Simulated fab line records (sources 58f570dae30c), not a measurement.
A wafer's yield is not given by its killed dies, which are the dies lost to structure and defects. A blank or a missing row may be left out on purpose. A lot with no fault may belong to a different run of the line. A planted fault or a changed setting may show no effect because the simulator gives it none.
Comparing a struck lot with a sound one / flow berkeley_cmos170 / 16 steps out of a route of 331
Sound: these wafers, L322.1, L322.5, L322.6. Wafers L318.1, L318.4, L318.6 were the ones struck. Last of all comes the cause.
For every step that has rows: the tool of each side, followed by ch and its chambers, followed by its first start. Under that, the readings that differ: sound wafers / struck wafers / difference of the means / sigmas: that difference in standard deviations of wafers without a fault.
alike: same words and numbers on both sides, and readings whose means sit less than 2 such deviations apart. not compared: any withheld reading, any reading some wafer has no value for, any bound like >300 that may hide the same value, and any number with overlapping values for which the record gives no deviation.
A row with sigmas, a row that says differs or no value, or rows on one side alone: a step with any of these is where the two part. Numbers that have no deviation but don't overlap get no sigmas and don't part them. Lack of a reading on every wafer of one side parts them only where that side has two or more wafers.

UCB170_NVT_OVL_MEAS_06:
  sound on overlay-01 at day 8 09:54; struck on overlay-02 at day 7 16:00
  alike: NVT_OVL
then, 1 step without rows for these wafers: UCB170_NVT_IMPLANT_07.
UCB170_NVT_STRIP_08: strips in O2.
  sound on plasma_asher-03 ch 0,1, day 8 10:05; struck on plasma_asher-02 ch 0,1, day 7 16:11
  alike: drypump_motor_current_A, oes_product_au, strip_time_to_endpoint_s
  not compared: rf_hours_counter_h
UCB170_NVT_TW_MEAS_09:
  sound on film_metro-01 at day 8 10:11; struck on film_metro-04 at day 7 16:17
reading=NVT_TW; sound=533 533 530; struck=518 524 521; difference=-11; sigmas=-2
then, 7 steps without rows for these wafers: UCB170_NVT_CLEAN_10 (cleans in SPM, time 600 s); UCB170_PVT_HMDS_00 (prime time 60 s); UCB170_PVT_COAT_01 (resist thk 900 nm); UCB170_PVT_SOFTBAKE_02 (time 60 s); UCB170_PVT_EXPOSE_03 (exposes mask NWELL, target cd 3000 nm); UCB170_PVT_PEB_04; UCB170_PVT_DEVELOP_05 (develop time 45 s).
UCB170_PVT_OVL_MEAS_06:
  sound on overlay-01 at day 8 12:35; struck on overlay-02 at day 7 18:28
  alike: PVT_OVL
UCB170_PVT_IMPLANT_07:
  sound on implanter-01 ch 0, day 8 12:37; struck on implanter-03 ch 0, day 7 18:30
reading=dose_ions_cm2; sound=1.9991e+12 1.9943e+12 1.9965e+12; struck=2.0001e+13 1.9998e+13 1.9999e+13; difference=+1.8003e+13; sigmas=+99 or more
reading=faraday_current_uA; sound=6.21 6.37 6.23; struck=63.84 60.94 60.81; difference=+55.59; sigmas=+99 or more
  alike: beam_energy_keV
UCB170_PVT_STRIP_08: strips in O2.
  sound on plasma_asher-01 ch 0,1, day 8 12:46; struck on plasma_asher-01 ch 0, day 7 18:39
  alike: drypump_motor_current_A, oes_product_au, strip_time_to_endpoint_s
  not compared: rf_hours_counter_h
UCB170_PVT_TW_MEAS_09:
  sound on film_metro-03 at day 8 12:52; struck on film_metro-04 at day 7 19:00
reading=PVT_TW; sound=510 509 512; struck=1048 1045 1047; difference=+536; sigmas=+99 or more
  not compared: hold
then, 1 step without rows for these wafers: UCB170_M3_PROBE_99.

== WHERE THEY PART ==
At UCB170_NVT_TW_MEAS_09 first; at UCB170_PVT_TW_MEAS_09 last (within this record only).

WHY: whatever the simulator had introduced
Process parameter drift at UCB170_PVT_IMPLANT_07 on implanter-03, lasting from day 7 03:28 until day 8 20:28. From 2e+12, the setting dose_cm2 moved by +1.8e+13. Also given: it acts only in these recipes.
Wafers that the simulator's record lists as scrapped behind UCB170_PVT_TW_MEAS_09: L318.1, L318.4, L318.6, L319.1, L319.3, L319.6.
